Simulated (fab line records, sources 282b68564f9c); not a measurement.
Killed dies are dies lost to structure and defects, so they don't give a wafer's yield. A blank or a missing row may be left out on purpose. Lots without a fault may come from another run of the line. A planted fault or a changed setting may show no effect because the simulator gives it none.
Which tool did it? | flow rit_cmos | 13 lots, 39 wafers sampled, at 5 steps of a route of 202

WHAT THE GAUGES READ, wafer by wafer
RIT_GATE_THK_MEAS_07.
lot  | measured    | on            | GATE_OXIDE_THK (nm)
L390 | day 2 17:28 | film_metro-01 | 3.08 3.03 3.02
L391 | day 2 20:46 | film_metro-03 | 2.97 2.89 2.92
L392 | day 3 01:02 | film_metro-01 | 3.09 3.02 3.07
L394 | day 3 10:25 | film_metro-03 | 2.99 3.04 2.94
L395 | day 3 15:46 | film_metro-04 | 2.92 2.92 2.89
L396 | day 3 20:47 | film_metro-01 | 3.02 2.99 3.01
L397 | day 4 03:37 | film_metro-04 | 3.02 3.03 3.02
L398 | day 4 07:48 | film_metro-04 | 3.11 3.09 3.12
L400 | day 4 16:23 | film_metro-04 | 3.03 3.01 3.07
L408 | day 6 11:01 | film_metro-03 | 2.97 2.93 2.88
L410 | day 6 22:01 | film_metro-03 | 3.08 3.14 3.10
L411 | day 6 23:20 | film_metro-04 | 3.02 2.99 2.95
L412 | day 7 05:49 | film_metro-04 | 3.06 3.02 3.07

RIT_SILICIDE_RS_MEAS_02: measures by four-point-probe.
lot  | measured    | on            | SILICIDE_TI_RS (ohm/sq)
L390 | day 3 09:31 | film_metro-04 | 47.0 47.5 47.0
L391 | day 3 14:23 | film_metro-04 | 47.1 47.5 47.5
L392 | day 3 19:10 | film_metro-04 | 48.4 48.0 47.9
L394 | day 4 04:22 | film_metro-03 | 47.7 47.4 47.2
L395 | day 4 07:52 | film_metro-01 | 48.0 48.3 48.8
L396 | day 4 12:58 | film_metro-01 | 47.2 47.7 48.1
L397 | day 4 19:28 | film_metro-03 | 47.9 47.9 47.7
L398 | day 4 23:41 | film_metro-03 | 49.0 49.2 48.8
L400 | day 5 09:13 | film_metro-01 | 48.5 26.9 48.6 49.0 27.1 49.1
L408 | day 7 05:46 | film_metro-03 | 47.7 47.7 47.8
L410 | day 7 14:06 | film_metro-04 | 48.8 48.8 48.4
L411 | day 7 15:56 | film_metro-04 | 48.2 48.1 48.1
L412 | day 7 21:53 | film_metro-01 | 48.4 48.5 47.6

RIT_SILICIDE_THK_MEAS_03: measures by xrf.
lot  | measured    | on            | SILICIDE_TI_THK (nm)
L390 | day 3 09:37 | film_metro-04 | 30.52 30.15 30.45
L391 | day 3 14:30 | film_metro-04 | 30.41 30.25 30.18
L392 | day 3 19:17 | film_metro-04 | 29.74 30.05 30.02
L394 | day 4 04:28 | film_metro-03 | 30.10 30.17 30.20
L395 | day 4 07:59 | film_metro-01 | 29.69 29.55 29.35
L396 | day 4 13:04 | film_metro-01 | 30.17 29.73 29.92
L397 | day 4 19:35 | film_metro-03 | 29.91 30.06 29.98
L398 | day 4 23:48 | film_metro-03 | 29.46 29.35 29.39
L400 | day 5 12:02 | film_metro-01 | 29.62 32.99 29.56 29.60 33.02 29.41
L408 | day 7 05:52 | film_metro-03 | 29.92 29.77 29.67
L410 | day 7 14:13 | film_metro-04 | 29.48 29.67 29.91
L411 | day 7 16:03 | film_metro-04 | 29.97 30.04 29.98
L412 | day 7 21:58 | film_metro-01 | 29.51 29.69 30.12

WHICH TOOL RAN EACH LOT (tool, then ch and the chambers of the sampled wafers, then the start)
lot  | RIT_PSD_STRIP_09                    | RIT_SILICIDE_SPUTTER_01
L390 | plasma_asher-03 ch 0,1, day 3 08:14 | pvd_sputter-01, day 3 09:20
L391 | plasma_asher-04 ch 0,1, day 3 13:02 | pvd_sputter-04, day 3 14:13
L392 | plasma_asher-03 ch 0,1, day 3 17:50 | pvd_sputter-01, day 3 19:01
L394 | plasma_asher-01 ch 0,1, day 4 03:04 | pvd_sputter-03, day 4 04:10
L395 | plasma_asher-01 ch 0, day 4 06:31   | pvd_sputter-01, day 4 07:42
L396 | plasma_asher-03 ch 0, day 4 11:38   | pvd_sputter-03, day 4 12:47
L397 | plasma_asher-04 ch 0,1, day 4 18:10 | pvd_sputter-01, day 4 19:19
L398 | plasma_asher-01 ch 0,1, day 4 22:22 | pvd_sputter-03, day 4 23:31
L400 | plasma_asher-03 ch 0,1, day 5 07:55 | pvd_sputter-03, day 5 09:04
L408 | plasma_asher-04 ch 0,1, day 7 04:29 | pvd_sputter-01, day 7 05:34
L410 | plasma_asher-04 ch 0, day 7 12:47   | pvd_sputter-01, day 7 13:57
L411 | plasma_asher-04 ch 0,1, day 7 14:37 | pvd_sputter-04, day 7 15:47
L412 | plasma_asher-04 ch 0,1, day 7 20:34 | pvd_sputter-01, day 7 21:40
- RIT_PSD_STRIP_09: strips in O2, time 180 s.
- RIT_SILICIDE_SPUTTER_01: material Ti, target thk 30 nm, time 240 s.

WHAT THE TOOLS THEMSELVES READ (means of the sampled wafers that have a number; where no wafer has one, the mark that the record gives instead)
RIT_PSD_STRIP_09.
lot  | tool            | drypump_motor_current_A (A)
L390 | plasma_asher-03 | 5.6
L391 | plasma_asher-04 | 5.1
L392 | plasma_asher-03 | 6.0
L394 | plasma_asher-01 | 5.9
L395 | plasma_asher-01 | 5.6
L396 | plasma_asher-03 | 6.4
L397 | plasma_asher-04 | 5.3
L398 | plasma_asher-01 | 5.7
L400 | plasma_asher-03 | 6.0
L408 | plasma_asher-04 | 5.3
L410 | plasma_asher-04 | 5.5
L411 | plasma_asher-04 | 5.1
L412 | plasma_asher-04 | 5.3

RIT_SILICIDE_SPUTTER_01.
lot  | tool           | chamber_pressure_pa (Pa) | substrate_temp_c (C) | throttle_valve_pct (%)
L390 | pvd_sputter-01 | 0.6668                   | 24.97                | 30.0
L391 | pvd_sputter-04 | 0.6675                   | 24.97                | 30.2
L392 | pvd_sputter-01 | 0.6680                   | 24.97                | 30.2
L394 | pvd_sputter-03 | 0.6676                   | 24.96                | 29.7
L395 | pvd_sputter-01 | 0.6669                   | 24.98                | 30.4
L396 | pvd_sputter-03 | 0.6682                   | 24.99                | 29.3
L397 | pvd_sputter-01 | 0.6668                   | 25.01                | 29.8
L398 | pvd_sputter-03 | 0.6682                   | 25.11                | 29.6
L400 | pvd_sputter-03 | 0.5792                   | 24.99                | 32.2
L408 | pvd_sputter-01 | 0.6660                   | 24.96                | 30.3
L410 | pvd_sputter-01 | 0.6673                   | 25.00                | 30.2
L411 | pvd_sputter-04 | 0.6667                   | 24.97                | 30.5
L412 | pvd_sputter-01 | 0.6669                   | 24.92                | 30.2

THE ANSWER, worked out from the rows above alone
Rule: what is usual is taken from the lots themselves. Put in order of their means at a reading, lots are off if they are a third of the lots or fewer, leave a main group of 4 or more, and stand apart from it by a gap of 3 or more times the standard deviation of the main group's means; of several such gaps the widest counts. A main group whose means are all the same, to the digits that the tables above print for the reading, isn't used. A lot without any number at a reading at which 4 lots or more have one is off too. The other lots that the step has rows for count as sound. The gauges are gone through in route order, then the tools' own readings, and for those a lot's mean is taken as printed above. The first step at which some lot is off is used, and at that step the reading that is off furthest; a lot without a number counts as furthest.
Off: L400, at RIT_SILICIDE_RS_MEAS_02 (SILICIDE_TI_RS). The main group: mean 48.0 ohm/sq, standard deviation 0.52.
A tool fits if, at a process step before that reading, it ran every lot that is off, and no sound lot after the first of them. The gauges at RIT_SILICIDE_RS_MEAS_02 aren't tried: what is off there is off at RIT_SILICIDE_SPUTTER_01 too, on other tools, and a gauge's error can't cause that. Can't be told from this: 2 tools fit, plasma_asher-03 at RIT_PSD_STRIP_09, pvd_sputter-03 at RIT_SILICIDE_SPUTTER_01.

WHAT THE SIMULATOR HAD PUT IN
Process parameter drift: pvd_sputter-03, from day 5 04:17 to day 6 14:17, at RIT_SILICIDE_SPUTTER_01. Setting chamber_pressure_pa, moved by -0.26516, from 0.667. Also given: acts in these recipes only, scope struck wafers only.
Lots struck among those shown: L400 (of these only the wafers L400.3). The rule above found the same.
